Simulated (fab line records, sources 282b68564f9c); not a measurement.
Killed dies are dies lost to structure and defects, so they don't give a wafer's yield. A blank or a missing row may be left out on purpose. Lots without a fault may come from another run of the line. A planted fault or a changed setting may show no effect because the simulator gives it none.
fab line records | flow rit_cmos
record lots=14 wafers=42 last_day=7
route steps=202 shown NWELL@36 M1@202
lots that met no fault: from a run of the same line without faults
start_h: hours from the record's first day to the start of the lot's first wafer shown | wait_h: hours since the lot's step before | " the same as in the row above | L1.1+2: a row that stands for several wafers | - no value, or no start given | * or withheld: withheld | < > ~ a bound
route shown NAME@n: a module of which the file shows steps, and the number in the route of the first | usual: mean/standard deviation of fault-free wafers | same: alike in all rows | chamber/n: place in a boat | sites: the reading at each site | _std_site: their standard deviation | _edge_site: outer sites' mean less inner sites' | radius_mm: how far each site lies from the wafer's centre | mask NAME#n: copy n | behind: the tool/chamber that last shaped the wafer | hold: why the lot was held/for how many hours/how that ended | device: the transistor (n, p or np) that didn't switch | end of line: the same wafers' tests at the end of the route | a step without rows: its recipe alone | killed: dies lost to structure and defects at the first sort, not the wafer's yield | map: a wafer's dies, x killed, . not, _ none there
set.NAME: the setting as run; set.NAME@STEP: as run at that earlier step | model.NAME: the simulator's own value behind a step, which no gauge read
steps of the route over a sample of lots; a table a step, a row a wafer
services: from which hour (start_h, from the record's first day; less than 0 if before it) a tool's chamber was out of use, for how many hours, and why
## steps
# step RIT_NWELL_IMPLANT_08
# recipe species=P energy_kev=170 dose_cm2=5e+13 tilt_deg=7
# usual dose_ions_cm2=4.999e+13/5e+10 faraday_current_uA=158.7/2.9
# columns lot.wafer tool chamber start_h wait_h dose_ions_cm2 faraday_current_uA
L677.2 implanter-02 0 22.89 0.2 4.997e+13 160.8
L677.5 " 0 " " 5e+13 164.9
L677.6 " 0 " " 4.997e+13 159.0
L678.3 implanter-04 0 27.68 0.2 4.998e+13 156.8
L678.4 " 0 " " 4.999e+13 160.4
L678.6 " 0 " " 4.998e+13 156.1
L680.3 implanter-01 0 36.65 0.2 4.999e+13 167.0
L680.4 " 0 " " 5.013e+13 156.4
L680.5 " 0 " " 4.997e+13 159.4
L681.3 implanter-01 0 42.24 0.2 5.005e+13 156.7
L681.4 " 0 " " 5.002e+13 158.9
L681.5 " 0 " " 5e+13 158.4
L682.1 implanter-04 0 48.24 0.2 4.999e+13 159.7
L682.2 " 0 " " 4.999e+13 156.0
L682.3 " 0 " " 5.001e+13 162.4
L683.2 implanter-04 0 53.04 0.2 4.999e+13 158.9
L683.4 " 0 " " 5.006e+13 158.8
L683.5 " 0 " " 4.989e+13 155.8
L684.3 implanter-04 0 57.02 0.2 4.999e+13 159.9
L684.5 " 0 " " 4.996e+13 160.4
L684.6 " 0 " " 4.994e+13 157.7
L686.1 implanter-01 0 66.78 0.2 5e+13 167.2
L686.5 " 0 " " 5e+13 161.8
L686.6 " 0 " " 5.004e+13 159.5
L690.1 implanter-04 0 87.93 0.2 4.994e+13 161.8
L690.3 " 0 " " 5.005e+13 157.6
L690.6 " 0 " " 4.996e+13 154.2
L694.3 implanter-01 0 108.71 0.2 5.795e+13 187.4
L694.4 " 0 " " 5.792e+13 184.3
L694.5 " 0 " " 5.795e+13 191.6
L695.2 implanter-01 0 114.16 0.2 5.798e+13 185.1
L695.3 " 0 " " 5.803e+13 182.3
L695.6 " 0 " " 5.793e+13 183.0
L698.1 implanter-02 0 128.05 0.2 4.989e+13 157.3
L698.3 " 0 " " 4.994e+13 157.8
L698.4 " 0 " " 4.996e+13 159.0
L699.1 implanter-04 0 132.23 0.2 5e+13 157.6
L699.2 " 0 " " 5e+13 161.9
L699.6 " 0 " " 5.007e+13 158.3
L700.4 implanter-02 0 138.06 0.2 5.001e+13 160.7
L700.5 " 0 " " 4.993e+13 155.9
L700.6 " 0 " " 5.007e+13 161.1
# step RIT_NWELL_TW_MEAS_10
# usual NWELL_TW=2148/14
# columns lot.wafer tool chamber start_h wait_h hold NWELL_TW
L677.2 film_metro-03 - 23.20 0.1 - 2147
L677.5 " - " " - 2156
L677.6 " - " " - 2138
L678.3 film_metro-03 - 27.97 0.1 - 2153
L678.4 " - " " - 2148
L678.6 " - " " - 2141
L680.3 film_metro-04 - 36.95 0.1 - 2148
L680.4 " - " " - 2148
L680.5 " - " " - 2147
L681.3 film_metro-02 - 42.54 0.1 - 2123
L681.4 " - " " - 2121
L681.5 " - " " - 2118
L682.1 film_metro-04 - 48.56 0.1 - 2141
L682.2 " - " " - 2137
L682.3 " - " " - 2154
L683.2 film_metro-03 - 53.35 0.1 - 2149
L683.4 " - " " - 2161
L683.5 " - " " - 2128
L684.3 film_metro-04 - 57.31 0.1 - 2144
L684.5 " - " " - 2159
L684.6 " - " " - 2141
L686.1 film_metro-04 - 67.10 0.1 - 2148
L686.5 " - " " - 2149
L686.6 " - " " - 2152
L690.1 film_metro-04 - 88.26 0.1 - 2158
L690.3 " - " " - 2168
L690.6 " - " " - 2149
L694.3 film_metro-04 - 109.00 0.1 await_dispo/0.2h/release 2263
L694.4 " - " " await_dispo/0.2h/release 2279
L694.5 " - " " await_dispo/0.2h/release 2267
L694.3 film_metro-04 - 109.23 0.2 - 2276
L694.4 " - " " - 2267
L694.5 " - " " - 2257
L695.2 film_metro-02 - 114.47 0.1 await_dispo/0.2h/release 2216
L695.3 " - " " await_dispo/0.2h/release 2239
L695.6 " - " " await_dispo/0.2h/release 2227
L695.2 film_metro-02 - 114.70 0.2 - 2220
L695.3 " - " " - 2230
L695.6 " - " " - 2224
L698.1 film_metro-02 - 128.38 0.1 - 2161
L698.3 " - " " - 2158
L698.4 " - " " - 2144
L699.1 film_metro-02 - 132.55 0.1 - 2151
L699.2 " - " " - 2150
L699.6 " - " " - 2156
L700.4 film_metro-04 - 138.34 0.1 - 2153
L700.5 " - " " - 2154
L700.6 " - " " - 2150
# step RIT_WELLDRIVE_RS_MEAS_01
# recipe thk_meas_gauge=four-point-probe
# usual NWELL_RS=275.6/0.67
# columns lot.wafer tool chamber start_h wait_h hold NWELL_RS[ohm/sq]
L677.2 film_metro-03 - 29.90 0.0 - 275.8
L677.5 " - " " - 275.5
L677.6 " - " " - 276.6
L678.3 film_metro-04 - 36.08 0.0 - 275.0
L678.4 " - " " - 275.2
L678.6 " - " " - 274.8
L680.3 film_metro-03 - 43.66 0.0 - 275.9
L680.4 " - " " - 276.4
L680.5 " - " " - 275.6
L681.3 film_metro-02 - 49.37 0.0 - 275.5
L681.4 " - " " - 274.9
L681.5 " - " " - 274.5
L682.1 film_metro-02 - 55.85 0.0 - 275.5
L682.2 " - " " - 274.8
L682.3 " - " " - 275.3
L683.2 film_metro-03 - 60.77 0.0 - 274.5
L683.4 " - " " - 273.8
L683.5 " - " " - 274.0
L684.3 film_metro-04 - 64.15 0.0 - 275.7
L684.5 " - " " - 275.5
L684.6 " - " " - 276.0
L686.1 film_metro-04 - 73.92 0.0 - 275.1
L686.5 " - " " - 275.9
L686.6 " - " " - 275.1
L690.1 film_metro-04 - 94.95 0.0 - 275.2
L690.3 " - " " - 275.5
L690.6 " - " " - 274.8
L694.3 film_metro-04 - 120.24 0.0 await_dispo/0.2h/release 252.6
L694.4 " - " " await_dispo/0.2h/release 253.5
L694.5 " - " " await_dispo/0.2h/release 252.5
L694.3 film_metro-04 - 120.52 0.3 - 252.5
L694.4 " - " " - 253.8
L694.5 " - " " - 252.8
L695.2 film_metro-04 - 133.07 0.2 await_dispo/0.2h/release 252.7
L695.3 " - " " await_dispo/0.2h/release 253.0
L695.6 " - " " await_dispo/0.2h/release 253.0
L695.2 film_metro-04 - 133.36 0.3 - 253.0
L695.3 " - " " - 252.2
L695.6 " - " " - 252.9
L698.1 film_metro-04 - 135.46 0.0 - 275.1
L698.3 " - " " - 274.9
L698.4 " - " " - 274.3
L699.1 film_metro-02 - 140.54 0.0 - 275.6
L699.2 " - " " - 275.8
L699.6 " - " " - 276.1
L700.4 film_metro-04 - 145.68 0.1 - 276.4
L700.5 " - " " - 276.1
L700.6 " - " " - 274.9
# step RIT_M1_PROBE_99
# usual killed_at_M0_to_M3=0.0/0.16 killed_at_contacts=0.0/0.2 killed_at_front_end=7.2/2.5 killed_dies=7.3/2.5 killed_on_rim=2.0/1.4 killed_open=3.8/1.9 killed_short=3.5/1.8
# same gross_dies=264 killed_at_M4_up=0 killed_at_back_side=0 killed_at_other=0
# columns lot.wafer tool chamber start_h wait_h killed_at_M0_to_M3 killed_at_contacts killed_at_front_end killed_dies killed_on_rim killed_open killed_short
L690.1 prober-01 - 125.76 0.1 0 0 2 2 1 1 1
L694.3 prober-01 - 157.10 0.2 0 0 6 6 0 2 4
L694.4 prober-01 - 157.15 0.2 0 0 4 4 0 2 2
L694.5 prober-01 - 157.20 0.2 0 0 7 7 3 3 4
L695.2 prober-02 - 167.71 0.1 0 0 8 8 2 4 4
L695.3 prober-02 - 167.76 0.2 0 0 11 11 2 6 5
L695.6 prober-02 - 167.91 0.2 0 0 10 10 0 5 5
# killed by level:class
L690.1 GATE:geometric_particle:open=1 SPACER:geometric_particle:short=1
L694.3 FOX1:geometric_particle:short=2 FOX1:geometric_particle:open=1 GATE:geometric_particle:short=1 REOX:geometric_particle:short=1 SILICIDE:geometric_particle:open=1
L694.4 FOX1:geometric_particle:short=1 GATE:geometric_particle:open=1 REOX:geometric_particle:short=1 SILICIDE:geometric_particle:open=1
L694.5 FOX1:geometric_particle:short=2 GATE:geometric_particle:short=2 FOX1:geometric_particle:open=1 REOX:geometric_particle:open=1 SILICIDE:geometric_particle:open=1
L695.2 GATE:geometric_particle:short=4 GATE:geometric_particle:open=2 FOX1:geometric_particle:open=1 REOX:geometric_particle:open=1
L695.3 FOX1:geometric_particle:open=2 FOX2:geometric_particle:open=2 GATE:geometric_particle:open=2 SILICIDE:geometric_particle:short=2 FOX1:geometric_particle:short=1 FOX2:geometric_particle:short=1 SPACER:geometric_particle:short=1
L695.6 GATE:geometric_particle:open=4 FOX1:geometric_particle:short=3 GATE:geometric_particle:short=2 REOX:geometric_particle:open=1
## services
# columns tool chamber start_h hours kind
implanter-01 - 36.80 3.0 repair
implanter-04 - 44.46 2.6 repair
implanter-02 - 49.55 4.1 pm
implanter-01 - 87.16 1.8 repair
implanter-01 - 96.89 0.7 repair
implanter-04 - 125.63 4.2 pm
implanter-04 - 133.28 2.0 repair
## key
first_sign step=RIT_NWELL_IMPLANT_08 reading=dose_ions_cm2 direction=up sigmas=99+ usual=4.999e+13 struck=5.796e+13
effect step=RIT_NWELL_IMPLANT_08 reading=faraday_current_uA direction=up sigmas=9.2 usual=158.7 struck=185.6
effect step=RIT_NWELL_TW_MEAS_10 reading=visit direction=added
effect step=RIT_NWELL_TW_MEAS_10 reading=NWELL_TW direction=up sigmas=7 usual=2148 struck=2248
effect step=RIT_WELLDRIVE_RS_MEAS_01 reading=visit direction=added
effect step=RIT_WELLDRIVE_RS_MEAS_01 reading=NWELL_RS direction=down sigmas=34 usual=275.6 struck=252.9
met_at RIT_NWELL_IMPLANT_08
struck_lots L694,L695
tester_left_out L694,L695
onset_between 66.78 108.71
fault kind=process_parameter_drift tool=implanter-01 chamber=- onset_h=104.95 steps=RIT_NWELL_IMPLANT_08 channel=dose_cm2 offset=7.9182e+12 shape=step end_h=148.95 acts_in=these_recipes_only stated=5e+13
# tester_left_out: of these lots the tester's yield and bins aren't shown, on N5 and GAA mostly nor the transistor test; their killed dies are dies lost to structure and defects alone, not to doping, threshold or leakage, so they don't give the yield
